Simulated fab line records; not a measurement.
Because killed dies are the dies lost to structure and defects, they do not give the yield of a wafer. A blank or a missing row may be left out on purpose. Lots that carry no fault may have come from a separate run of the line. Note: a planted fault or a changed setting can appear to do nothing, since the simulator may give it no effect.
Struck lot and sound lot, side by side    flow rit cmos    18 steps out of a route of 202
Sound: wafers L644.2, L644.4, L644.5. Struck: wafer L651.2. (L651.1, L651.6 of the same lot were not struck and are left out.) The cause comes at the end.
Each step with rows lists, per side, the tool, then ch with its chambers, then its first start. Under that, the readings that differ: sound wafers    struck wafers    difference of the means    sigmas: that difference in standard deviations of wafers without a fault.
alike: readings with means less than 2 such deviations apart, plus words and numbers identical on both sides. not compared: withheld readings, readings lacking a value on some wafer, bounds such as >300 that could conceal the same value, and numbers that have no deviation in the record and whose values overlap.
A row with sigmas, a row that says differs or no value, or rows on one side alone: a step with any of these is where the two part. Numbers that don't overlap but have no deviation are shown without sigmas and don't part them. Lack of a reading on every wafer of one side parts them only where that side has two or more wafers.

RIT_M1_SPUTTER_00: material Al, target thk 400 nm, time 500 s.
  sound: pvd sputter-01 at day 5 14:22; struck: pvd sputter-01 at day 7 00:25
  alike: throttle valve pct
RIT_M1_RS_MEAS_01: measurement is done with a four-point probe.
  sound: film metro-01 at day 5 14:41; struck: film metro-01 at day 7 00:42
  alike: M1_AL_RS
RIT_M1_THK_MEAS_02: measures by xrf.
  sound: film metro-01 at day 5 14:48; struck: film metro-01 at day 7 00:49
  alike: M1_AL_THK
then, 6 steps without rows for these wafers: RIT_M1_HMDS_03 (prime time 60 s); RIT_M1_COAT_04 (resist thk 1300 nm); RIT_M1_SOFTBAKE_05 (time 60 s); RIT_M1_EXPOSE_06 (exposes mask M12, target cd 2600 nm); RIT_M1_PEB_07; RIT_M1_DEVELOP_08 (develop time 68 s).
RIT_M1_CD_MEAS_09: the cd target is 2600 nm.
  sound: cd sem-02 at day 5 16:05; struck: cd sem-01 at day 7 01:53
  alike: cd nm
RIT_M1_OVL_MEAS_10:
  sound: overlay-01 at day 5 16:11; struck: overlay-02 at day 7 02:01
  alike: M1_OVL
then, 1 step without rows for these wafers: RIT_M1_HARDBAKE_11 (time 120 s).
RIT_M1_METAL_ETCH_12: etches Al in Cl2/BCl3, stops on SiO2, time 165 s, target depth 600 nm.
  sound on rie metal-04 ch 0,1, day 5 16:45; struck on rie metal-04 ch 0, day 7 02:17
reading                                   sound              struck  difference  sigmas
rf fwd power W (W)                        249.3 249.9 249.7  349.5   +99.9       +99 or more
model.NOVOLAK_of_M1_COAT_04.thk nm (nm)   804.4 806.8 801    669.1   -135.0      
model.M1.cd nm (nm)                       2603 2602 2604     2582    -21         
model.SiO2_of_CONTACT_CVD_00.thk nm (nm)  366.3 371.6 365.4  346.4   -21.4       
  alike: drypump motor current A, oes product au, throttle valve pct
  not compared: rf hours counter h
then, 1 step without rows for these wafers: RIT_M1_STRIP_13 (strips in nmp, time 600 s).
RIT_M1_STRIP_14: strips in O2, time 180 s.
  sound on plasma asher-04 ch 0,1, day 5 17:20; struck on plasma asher-04 ch 1, day 7 02:38
  alike: drypump motor current A
  not compared: rf hours counter h
RIT_M1_CD_MEAS_90: the cd target is 2600 nm.
  sound: cd sem-01 at day 5 17:31; struck: cd sem-02 at day 7 02:48
reading     sound           struck  difference  sigmas
cd nm (nm)  2603 2602 2604  2582    -21         -7
then, 1 step without rows for these wafers: RIT_M1_ANNEAL_15 (time 1800 s).
RIT_M1_PROBE_99:
  sound: prober-01 at day 5 19:17; struck: prober-01 at day 7 04:35
reading                                  sound                       struck    difference  sigmas
model.etest.m1.width nm (nm)             2597 2610 2608              2582      -23         
model.etest.antenna m1.gate log10 a cm2  -6.389 -6.319 -6.372        -4.835    +1.525      
model.etest.antenna m1.vt shift v (V)    -0.01016 -0.01144 -0.01122  -0.04471  -0.03377    
  alike: defect limited yield, killed at contacts, killed at front end, killed dies, killed on rim, killed open, killed short, sort_bin_3_pad_short, sort_bin_5_function, sort_bin_6_memory, sort n pass, sort yield pct

## WHERE THEY PART
Earliest at RIT_M1_METAL_ETCH_12; latest, in this record, at RIT_M1_CD_MEAS_90. Later steps at which nothing parts them and some readings are alike: RIT_M1_PROBE_99.

WHY: what had been put in by the simulator
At RIT_M1_METAL_ETCH_12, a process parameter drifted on rie metal-04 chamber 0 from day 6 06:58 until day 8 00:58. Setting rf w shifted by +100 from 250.
